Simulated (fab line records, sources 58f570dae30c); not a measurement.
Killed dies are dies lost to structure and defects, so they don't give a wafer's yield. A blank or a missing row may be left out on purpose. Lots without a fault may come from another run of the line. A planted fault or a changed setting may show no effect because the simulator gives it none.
Which tool did it? | flow berkeley_cmos170 | 14 lots, 41 wafers sampled, at 2 steps of a route of 331

WHAT THE GAUGES READ, wafer by wafer
UCB170_WELLDRIVE_THK_MEAS_02.
lot  | measured    | on            | WELLDRIVE_OXIDE_THK (nm)
L578 | day 3 18:13 | film_metro-01 | 201 199 203
L580 | day 4 07:35 | film_metro-04 | 205 209 209
L581 | day 4 14:16 | film_metro-04 | 197 197 198
L583 | day 4 20:40 | film_metro-04 | 196 199 200
L584 | day 5 04:43 | film_metro-03 | 201 203 201
L585 | day 5 04:43 | film_metro-01 | 199 201 198
L586 | day 5 15:23 | film_metro-04 | 201 201 200
L587 | day 5 23:35 | film_metro-03 | 197 197 199
L589 | day 6 04:49 | film_metro-03 | 199 196 197
L588 | day 6 04:49 | film_metro-04 | 197 198 197
L592 | day 6 16:35 | film_metro-04 | 204 206 203
L594 | day 7 05:07 | film_metro-04 | 196 195
L598 | day 8 09:05 | film_metro-01 | 199 202 203
L600 | day 8 09:05 | film_metro-03 | 204 199 205

UCB170_GATE_THK_MEAS_02.
lot  | measured     | on            | GATE_OXIDE_THK (nm)
L578 | day 6 17:16  | film_metro-04 | 6.88 6.80 6.72
L580 | day 7 04:51  | film_metro-04 | 6.47 6.46 6.45
L581 | day 7 18:18  | film_metro-03 | 6.63 6.54 6.69
L583 | day 7 18:17  | film_metro-04 | 6.65 6.70 6.64
L584 | day 8 03:29  | film_metro-01 | 6.80 6.84 6.77
L585 | day 8 03:29  | film_metro-04 | 6.51 6.59 6.58
L586 | day 8 16:06  | film_metro-01 | 6.47 6.48 6.39
L587 | day 9 03:22  | film_metro-01 | 6.23 6.24 6.34
L589 | day 9 03:22  | film_metro-03 | 6.16 6.34 6.38
L588 | day 9 03:26  | film_metro-03 | 6.41 6.34 6.35
L592 | day 9 11:47  | film_metro-03 | 6.27 6.30 6.36
L594 | day 10 04:37 | film_metro-01 | 6.45 6.39
L598 | day 10 22:34 | film_metro-01 | 6.45 6.29 6.46
L600 | day 10 22:34 | film_metro-04 | 6.34 6.35 6.30

WHICH TOOL RAN EACH LOT (tool, then ch and the chambers of the sampled wafers, then the start)
The record holds no process step before these readings.

WHAT THE TOOLS THEMSELVES READ (means of the sampled wafers that have a number; where no wafer has one, the mark that the record gives instead)
The record holds no such reading with a usual standard deviation.

THE ANSWER, worked out from the rows above alone
Rule: what is usual is taken from the lots themselves. Put in order of their means at a reading, lots are off if they are a third of the lots or fewer, leave a main group of 4 or more, and stand apart from it by a gap of 3 or more times the standard deviation of the main group's means; of several such gaps the widest counts. A main group whose means are all the same, to the digits that the tables above print for the reading, isn't used. A lot without any number at a reading at which 4 lots or more have one is off too. The other lots that the step has rows for count as sound. The gauges are gone through in route order, then the tools' own readings, and for those a lot's mean is taken as printed above. The first step at which some lot is off is used, and at that step the reading that is off furthest; a lot without a number counts as furthest.
No lot is off at any reading shown: from this, nothing can be told.

WHAT THE SIMULATOR HAD PUT IN
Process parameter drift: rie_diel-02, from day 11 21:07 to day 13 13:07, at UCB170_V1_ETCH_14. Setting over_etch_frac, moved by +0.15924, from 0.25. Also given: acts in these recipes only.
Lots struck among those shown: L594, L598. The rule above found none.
